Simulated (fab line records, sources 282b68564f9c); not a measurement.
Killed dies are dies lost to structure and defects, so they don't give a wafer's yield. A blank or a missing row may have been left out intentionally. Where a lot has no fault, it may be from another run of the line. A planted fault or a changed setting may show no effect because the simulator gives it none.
Comparing a struck lot with a sound one    flow rit cmos    43 out of 202 route steps
Sound: these wafers, L274.1, L274.4, L274.6. Struck: wafers L287.1, L287.2, L287.4. The cause comes at the end.
At each step with rows: each side's tool, then ch and its chambers, then its first start. Under that, the readings that differ: sound wafers    struck wafers    difference of the means    sigmas: that difference in standard deviations of wafers without a fault.
alike: readings with means less than 2 such deviations apart, plus words and numbers identical on both sides. not compared: withheld readings, readings lacking a value on some wafer, bounds such as >300 that could conceal the same value, and numbers that have no deviation in the record and whose values overlap.
A row with sigmas, a row that says differs or no value, or rows on one side alone: a step with any of these is where the two part. When numbers do not overlap yet have no deviation, they are printed without sigmas and do not part them. Lack of a reading on every wafer of one side parts them only where that side has two or more wafers.

first, 4 steps without rows for these wafers: RIT_GATE_SOFTBAKE_12 (time 60 s); RIT_GATE_EXPOSE_13 (exposes mask M6, target cd 150 nm); RIT_GATE_PEB_14; RIT_GATE_DEVELOP_15 (develop time 50 s).
RIT_GATE_CD_MEAS_16 targets a cd of 150 nm.
  struck on cd sem-01, day 6 00:04; sound on cd sem-01, day 3 00:35
  alike: cd nm
RIT_GATE_OVL_MEAS_17:
  struck on overlay-02, day 6 00:11; sound on overlay-01, day 3 00:43
  alike: GATE_OVL
then, 1 step without rows for these wafers: RIT_GATE_HARDBAKE_18 (time 60 s).
RIT_GATE_ETCH_19: etches poly-Si in SF6/CHF3/O2, stops on SiO2, time 165 s, target depth 312.5 nm.
  sound on rie si-02 ch 1,3, day 3 00:53; struck on rie si-01 ch 0,1,3, day 6 00:23
reading                sound              struck             difference  sigmas
oes product au (a.u.)  0.826 0.829 0.819  0.853 0.859 0.858  +0.032      +2
  alike: O2_flow_sccm, drypump motor current A, throttle valve pct
  not compared: rf hours counter h
RIT_GATE_STRIP_20: strips in O2, time 180 s.
  sound on plasma asher-03 ch 0,1, day 3 01:00; struck on plasma asher-04 ch 0,1, day 6 00:29
  alike: drypump motor current A
  not compared: rf hours counter h
RIT_GATE_CD_MEAS_90 targets a cd of 150 nm.
  struck on cd sem-02, day 6 00:40; sound on cd sem-02, day 3 01:11
  alike: cd nm
then, 2 steps without rows for these wafers: RIT_REOX_CLEAN_00 (cleans in SC1, time 600 s); RIT_REOX_CLEAN_01 (cleans in dHF, time 30 s).
RIT_REOX_CLEAN_02: cleans in SC2, time 600 s.
  sound on wet bench-02 ch 2, day 3 01:29; struck on wet bench-04 ch 1, day 6 00:59
then, 1 step without rows for these wafers: RIT_REOX_OXIDATION_03 (target thk 25.2 nm, ox time 5580 s).
RIT_REOX_THK_MEAS_04:
  struck on film metro-04, day 6 05:33; sound on film metro-04, day 3 06:15
  alike: REOX_OXIDE_THK
then, 6 steps without rows for these wafers: RIT_NLDD_HMDS_00 (prime time 60 s); RIT_NLDD_COAT_01 (resist thk 1000 nm); RIT_NLDD_SOFTBAKE_02 (time 60 s); RIT_NLDD_EXPOSE_03 (exposes mask M7, target cd 40700 nm); RIT_NLDD_PEB_04; RIT_NLDD_DEVELOP_05 (develop time 50 s).
RIT_NLDD_OVL_MEAS_06:
  struck on overlay-02, day 6 06:35; sound on overlay-01, day 3 07:13
  alike: NLDD_OVL
then, 2 steps without rows for these wafers: RIT_NLDD_HARDBAKE_07 (time 60 s); RIT_NLDD_IMPLANT_08.
RIT_NLDD_STRIP_09: strips in O2, time 180 s.
  sound on plasma asher-02 ch 0,1, day 3 07:34; struck on plasma asher-01 ch 0,1, day 6 06:55
  alike: drypump motor current A
  not compared: rf hours counter h
RIT_NLDD_TW_MEAS_10:
  struck on film metro-01, day 6 07:06; sound on film metro-01, day 3 07:44
  alike: NLDD_TW
then, 6 steps without rows for these wafers: RIT_PLDD_HMDS_00 (prime time 60 s); RIT_PLDD_COAT_01 (resist thk 1000 nm); RIT_PLDD_SOFTBAKE_02 (time 60 s); RIT_PLDD_EXPOSE_03 (exposes mask M8, target cd 40900 nm); RIT_PLDD_PEB_04; RIT_PLDD_DEVELOP_05 (develop time 50 s).
RIT_PLDD_OVL_MEAS_06:
  struck on overlay-02, day 6 08:01; sound on overlay-01, day 3 08:46
  alike: PLDD_OVL
then, 2 steps without rows for these wafers: RIT_PLDD_HARDBAKE_07 (time 60 s); RIT_PLDD_IMPLANT_08.
RIT_PLDD_STRIP_09: strips in O2, time 180 s.
  sound on plasma asher-02 ch 1, day 3 09:06; struck on plasma asher-04 ch 0,1, day 6 08:20
  alike: drypump motor current A
  not compared: rf hours counter h
RIT_PLDD_TW_MEAS_10:
  struck on film metro-03, day 6 08:31; sound on film metro-02, day 3 09:17
  alike: PLDD_TW
then, 4 steps without rows for these wafers: RIT_SPACER_CLEAN_00 (cleans in SC1, time 600 s); RIT_SPACER_CLEAN_01 (cleans in dHF, time 30 s); RIT_SPACER_CLEAN_02 (cleans in SC2, time 600 s); RIT_SPACER_CVD_03 (deposits Si3N4 from SiH2Cl2/NH3, target thk 250 nm, time 3300 s).
RIT_SPACER_THK_MEAS_04:
  struck on film metro-01, day 6 10:53; sound on film metro-01, day 3 14:23
  alike: SPACER_NITRIDE_THK
RIT_M1_PROBE_99:
  struck on prober-01, day 6 22:04; sound on prober-02, day 4 01:38
reading                                       sound                 struck               difference  sigmas
killed short                                  3 4 1                 6 8 8                +5          +2
model.etest.diode nwell sub.leak log10 a cm2  -7.312 -7.368 -7.331  -6.654 -6.64 -6.832  +0.628      
  alike: killed at contacts, killed at front end, killed dies, killed on rim, killed open

== WHERE THEY PART ==
First at RIT_GATE_ETCH_19; last, within this record, at RIT_M1_PROBE_99.

WHY: the cause the simulator had injected
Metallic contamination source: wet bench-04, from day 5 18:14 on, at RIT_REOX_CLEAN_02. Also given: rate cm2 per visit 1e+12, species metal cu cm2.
